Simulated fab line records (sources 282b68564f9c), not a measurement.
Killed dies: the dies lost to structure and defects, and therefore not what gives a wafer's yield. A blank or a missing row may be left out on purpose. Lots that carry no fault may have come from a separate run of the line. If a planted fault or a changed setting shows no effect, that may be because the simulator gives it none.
Check of tool commonality || flow rit cmos || Lots sampled 15, wafers sampled 45

## WHY THIS WAS OPENED
At RIT_CONTACT_THK_MEAS_01 the reading CONTACT_TEOS_THK is flagged on 3 of 15 lots. Wafers without a fault read 382 nm, standard deviation 5.2.
Rule: flag the lot when none of its wafers has a number, or when each of its wafers that has one lies beyond 4 standard deviations from that mean. As for the other lots, they are considered sound.

{"lot": "L351", "measured": "day 3 12:20", "on": "film metro-01", "CONTACT_TEOS_THK (nm), wafer by wafer": "373 385 386", "flag": ""}
{"lot": "L352", "measured": "day 3 14:24", "on": "film metro-04", "CONTACT_TEOS_THK (nm), wafer by wafer": "377 389 384", "flag": ""}
{"lot": "L353", "measured": "day 4 01:52", "on": "film metro-02", "CONTACT_TEOS_THK (nm), wafer by wafer": "382 388 383", "flag": ""}
{"lot": "L354", "measured": "day 4 07:52", "on": "film metro-02", "CONTACT_TEOS_THK (nm), wafer by wafer": "373 377 372", "flag": ""}
{"lot": "L356", "measured": "day 4 15:07", "on": "film metro-01", "CONTACT_TEOS_THK (nm), wafer by wafer": "380 380 386", "flag": ""}
{"lot": "L355", "measured": "day 4 15:22", "on": "film metro-02", "CONTACT_TEOS_THK (nm), wafer by wafer": "371 376 379", "flag": ""}
{"lot": "L357", "measured": "day 4 22:52", "on": "film metro-02", "CONTACT_TEOS_THK (nm), wafer by wafer": "375 379 386", "flag": ""}
{"lot": "L361", "measured": "day 5 20:23", "on": "film metro-04", "CONTACT_TEOS_THK (nm), wafer by wafer": "379 383 382", "flag": ""}
{"lot": "L362", "measured": "day 5 22:26", "on": "film metro-04", "CONTACT_TEOS_THK (nm), wafer by wafer": "368 376 380", "flag": ""}
{"lot": "L363", "measured": "day 6 02:01", "on": "film metro-04", "CONTACT_TEOS_THK (nm), wafer by wafer": "764 757 751", "flag": "FLAGGED"}
{"lot": "L364", "measured": "day 6 06:08", "on": "film metro-01", "CONTACT_TEOS_THK (nm), wafer by wafer": "385 384 393", "flag": ""}
{"lot": "L367", "measured": "day 6 21:49", "on": "film metro-02", "CONTACT_TEOS_THK (nm), wafer by wafer": "385 390 385", "flag": ""}
{"lot": "L369", "measured": "day 7 08:08", "on": "film metro-04", "CONTACT_TEOS_THK (nm), wafer by wafer": "739 775 757", "flag": "FLAGGED"}
{"lot": "L370", "measured": "day 7 16:21", "on": "film metro-04", "CONTACT_TEOS_THK (nm), wafer by wafer": "763 771 784", "flag": "FLAGGED"}
{"lot": "L373", "measured": "day 8 14:29", "on": "film metro-04", "CONTACT_TEOS_THK (nm), wafer by wafer": "381 379 390", "flag": ""}
On average the flagged lots' numbers are 762 nm, which is +380 nm against the usual, or +73 standard deviations.

## EACH LOT AND THE TOOL IT RAN ON
The record holds 1 process step before the reading, out of a route of 202 steps. Each cell gives the tool, then ch followed by the chambers the sampled wafers passed through, then the start.
{"lot": "L351", "flag": "", "RIT_CONTACT_CVD_00": "pecvd-03 ch 0,1,2, day 3 12:16"}
{"lot": "L352", "flag": "", "RIT_CONTACT_CVD_00": "pecvd-02 ch 0,2, day 3 14:20"}
{"lot": "L353", "flag": "", "RIT_CONTACT_CVD_00": "pecvd-04 ch 0,1, day 4 01:48"}
{"lot": "L354", "flag": "", "RIT_CONTACT_CVD_00": "pecvd-03 ch 0,1,2, day 4 07:48"}
{"lot": "L356", "flag": "", "RIT_CONTACT_CVD_00": "pecvd-02 ch 0,1, day 4 15:04"}
{"lot": "L355", "flag": "", "RIT_CONTACT_CVD_00": "pecvd-04 ch 1,2, day 4 15:18"}
{"lot": "L357", "flag": "", "RIT_CONTACT_CVD_00": "pecvd-03 ch 0,1,2, day 4 22:48"}
{"lot": "L361", "flag": "", "RIT_CONTACT_CVD_00": "pecvd-02 ch 0,1, day 5 20:19"}
{"lot": "L362", "flag": "", "RIT_CONTACT_CVD_00": "pecvd-04 ch 1,2, day 5 22:22"}
{"lot": "L363", "flag": "FLAGGED", "RIT_CONTACT_CVD_00": "pecvd-03 ch 0,1,2, day 6 01:44"}
{"lot": "L364", "flag": "", "RIT_CONTACT_CVD_00": "pecvd-02 ch 0,1, day 6 06:05"}
{"lot": "L367", "flag": "", "RIT_CONTACT_CVD_00": "pecvd-02 ch 1,2, day 6 21:45"}
{"lot": "L369", "flag": "FLAGGED", "RIT_CONTACT_CVD_00": "pecvd-03 ch 0,2, day 7 07:50"}
{"lot": "L370", "flag": "FLAGGED", "RIT_CONTACT_CVD_00": "pecvd-02 ch 0,1, day 7 16:05"}
{"lot": "L373", "flag": "", "RIT_CONTACT_CVD_00": "pecvd-02 ch 0,2, day 8 14:26"}
What is done by these steps:
- RIT_CONTACT_CVD_00: deposits SiO2 from TEOS, target thk 400 nm, time 58.18 s.
- RIT_CONTACT_THK_MEAS_01

## FLAGGED OVER TOTAL, TOOL BY TOOL (the gauges that took the reading come last)
{"step": "RIT_CONTACT_CVD_00", "tool": "pecvd-02", "lots run": 7, "flagged": 1, "share of the flagged lots": "some", "sound lots run after its first flagged lot": "1 (L373)"}
{"step": "RIT_CONTACT_CVD_00", "tool": "pecvd-03", "lots run": 5, "flagged": 2, "share of the flagged lots": "some", "sound lots run after its first flagged lot": 0}
{"step": "RIT_CONTACT_CVD_00", "tool": "pecvd-04", "lots run": 3, "flagged": 0, "share of the flagged lots": "none", "sound lots run after its first flagged lot": "-"}
{"step": "RIT_CONTACT_THK_MEAS_01", "tool": "film metro-01", "lots run": 3, "flagged": 0, "share of the flagged lots": "none", "sound lots run after its first flagged lot": "-"}
{"step": "RIT_CONTACT_THK_MEAS_01", "tool": "film metro-02", "lots run": 5, "flagged": 0, "share of the flagged lots": "none", "sound lots run after its first flagged lot": "-"}
{"step": "RIT_CONTACT_THK_MEAS_01", "tool": "film metro-04", "lots run": 7, "flagged": 3, "share of the flagged lots": "all", "sound lots run after its first flagged lot": "1 (L373)"}

## WHAT IS ALLOWED BY THE TABLE
Rows of the table that ran each flagged lot: 1, that is film metro-04 at RIT_CONTACT_THK_MEAS_01.
- film metro-04 at RIT_CONTACT_THK_MEAS_01: 3 of its 7 lots flagged. Sound lots ran on it after the first flagged one (L373), which a lasting fault on the whole tool wouldn't allow.
No row of the table ran every flagged lot and no sound lot after the first.

## WHAT HAD BEEN PUT IN BY THE SIMULATOR
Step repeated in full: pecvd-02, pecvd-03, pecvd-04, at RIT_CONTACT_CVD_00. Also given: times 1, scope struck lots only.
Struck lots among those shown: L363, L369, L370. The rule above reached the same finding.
